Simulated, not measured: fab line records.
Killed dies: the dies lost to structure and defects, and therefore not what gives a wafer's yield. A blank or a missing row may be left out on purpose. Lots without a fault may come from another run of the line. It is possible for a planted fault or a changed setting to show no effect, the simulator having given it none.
Struck lot and sound lot, side by side || flow rit cmos || 18 steps out of a route of 202
Sound: these wafers, L823.3, L823.4, L823.5. Struck: wafers L811.3, L811.4, L811.6. Last of all comes the cause.
For every step that has rows: the tool of each side, followed by ch and its chambers, followed by its first start. Under that, the readings that differ: sound wafers || struck wafers || difference of the means || sigmas: that difference in standard deviations of wafers without a fault.
alike: readings with means less than 2 such deviations apart, plus words and numbers identical on both sides. not compared: withheld readings, readings lacking a value on some wafer, bounds such as >300 that could conceal the same value, and numbers that have no deviation in the record and whose values overlap.
Wherever a step has rows on one side only, a row that says differs or no value, or a row with sigmas, the two part there. Numbers that have no deviation but don't overlap get no sigmas and don't part them. A reading missing from all wafers of one side parts the sides only when that side holds two or more wafers.

RIT_GATE_OVL_MEAS_17:
  sound: overlay-01 at day 6 02:53; struck: overlay-01 at day 3 21:05
  alike: GATE_OVL
then, 1 step without rows for these wafers: RIT_GATE_HARDBAKE_18 (time 60 s).
RIT_GATE_ETCH_19: etches poly-Si in SF6/CHF3/O2, stops on SiO2, time 165 s, target depth 312.5 nm.
  sound on rie si-02 ch 0,2,3, day 6 03:03; struck on rie si-02 ch 1,3, day 3 21:15
  alike: SF6_flow_sccm, drypump motor current A, oes product au, throttle valve pct
  not compared: rf hours counter h
RIT_GATE_STRIP_20: strips in O2, time 180 s.
  sound on plasma asher-01 ch 0,1, day 6 03:13; struck on plasma asher-01 ch 0,1, day 3 21:25
  alike: drypump motor current A
  not compared: rf hours counter h
RIT_GATE_CD_MEAS_90: target cd 150 nm.
  sound: cd sem-01 at day 6 03:23; struck: cd sem-02 at day 3 21:35
  alike: cd nm
then, 4 steps without rows for these wafers: RIT_REOX_CLEAN_00 (cleans in SC1, time 600 s); RIT_REOX_CLEAN_01 (cleans in dHF, time 30 s); RIT_REOX_CLEAN_02 (cleans in SC2, time 600 s); RIT_REOX_OXIDATION_03 (target thk 25.2 nm, ox time 5580 s).
RIT_REOX_THK_MEAS_04:
  sound: film metro-01 at day 6 06:26; struck: film metro-04 at day 4 00:35
  alike: REOX_OXIDE_THK
then, 2 steps without rows for these wafers: RIT_NLDD_HMDS_00 (prime time 60 s); RIT_NLDD_COAT_01 (resist thk 1000 nm).
RIT_NLDD_SOFTBAKE_02: time 60 s.
  sound on litho track-04 ch 0, day 6 06:49; struck on litho track-03 ch 0, day 4 00:59
{"reading": "heater power total W (W)", "sound": "34.49 34.58 34.50", "struck": "36.72 36.72 36.73", "difference": "+2.20", "sigmas": "+43"}
{"reading": "plate temp C (C)", "sound": "89.91 90.05 90.04", "struck": "93.91 93.89 93.71", "difference": "+3.84", "sigmas": "+30"}
{"reading": "model.NOVOLAK_of_NLDD_COAT_01.thk nm (nm)", "sound": "998.3 1002 1004", "struck": "991 991.6 992.1", "difference": -10, "sigmas": ""}
then, 2 steps without rows for these wafers: RIT_NLDD_EXPOSE_03 (exposes mask M7, target cd 40700 nm); RIT_NLDD_PEB_04.
RIT_NLDD_DEVELOP_05: develop time 50 s.
  sound: litho track-04 ch 0; struck: litho track-04 ch 0
{"reading": "model.NOVOLAK_of_NLDD_COAT_01.thk nm (nm)", "sound": "997.9 1001 1004", "struck": "990.7 991.3 991.8", "difference": -9.7, "sigmas": ""}
RIT_NLDD_OVL_MEAS_06:
  sound: overlay-02 at day 6 07:41; struck: overlay-01 at day 4 01:37
  alike: NLDD_OVL
RIT_M1_PROBE_99:
  sound: prober-01 at day 6 23:38; struck: prober-01 at day 4 17:23
  alike: killed at contacts, killed at front end, killed dies, killed open, killed short

== WHERE THEY PART ==
At RIT_NLDD_SOFTBAKE_02 and nowhere else, as far as this record goes. Later steps at which nothing parts them and some readings are alike: RIT_NLDD_OVL_MEAS_06, RIT_M1_PROBE_99.

WHY: the cause the simulator had injected
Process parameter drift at RIT_NLDD_SOFTBAKE_02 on litho track-03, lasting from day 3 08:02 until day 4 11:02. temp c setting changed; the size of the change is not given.
